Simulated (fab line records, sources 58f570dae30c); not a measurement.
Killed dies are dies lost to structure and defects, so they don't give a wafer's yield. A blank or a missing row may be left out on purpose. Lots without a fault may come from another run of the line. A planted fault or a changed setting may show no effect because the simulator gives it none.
Which tool did it? | flow berkeley_cmos170 | 7 lots, 21 wafers sampled, at 2 steps of a route of 331

WHAT THE GAUGES READ, wafer by wafer
UCB170_NLDD_TW_MEAS_11.
lot  | measured     | on            | NLDD_TW
L775 | day 8 00:35  | film_metro-02 | 2179 2179 2171
L776 | day 8 01:34  | film_metro-02 | 2179 2188 2179
L779 | day 8 22:35  | film_metro-04 | 2219 2229 2223
L781 | day 9 05:53  | film_metro-02 | 2201 2187 2190
L789 | day 10 08:12 | film_metro-03 | 2243 2249 2232
L786 | day 10 10:11 | film_metro-03 | 2127 2140 2126
L793 | day 11 13:23 | film_metro-03 | 2249 2238 2251

WHICH TOOL RAN EACH LOT (tool, then ch and the chambers of the sampled wafers, then the start)
lot  | UCB170_NLDD_IMPLANT_09
L775 | implanter-03 ch 0, day 8 00:20
L776 | implanter-01 ch 0, day 8 01:19
L779 | implanter-03 ch 0, day 8 22:20
L781 | implanter-03 ch 0, day 9 05:38
L789 | implanter-01 ch 0, day 10 07:59
L786 | implanter-04 ch 0, day 10 09:56
L793 | implanter-03 ch 0, day 11 13:08
- UCB170_NLDD_IMPLANT_09

THE ANSWER, worked out from the rows above alone
Rule: what is usual is taken from the lots themselves. Put in order of their means at a reading, lots are off if they are a third of the lots or fewer, leave a main group of 4 or more, and stand apart from it by a gap of 3 or more times the standard deviation of the main group's means; of several such gaps the widest counts. A main group whose means are all the same, to the digits that the tables above print for the reading, isn't used. A lot without any number at a reading at which 4 lots or more have one is off too. The other lots that the step has rows for count as sound.
No lot is off at any reading shown: from this, nothing can be told.

WHAT THE SIMULATOR HAD PUT IN
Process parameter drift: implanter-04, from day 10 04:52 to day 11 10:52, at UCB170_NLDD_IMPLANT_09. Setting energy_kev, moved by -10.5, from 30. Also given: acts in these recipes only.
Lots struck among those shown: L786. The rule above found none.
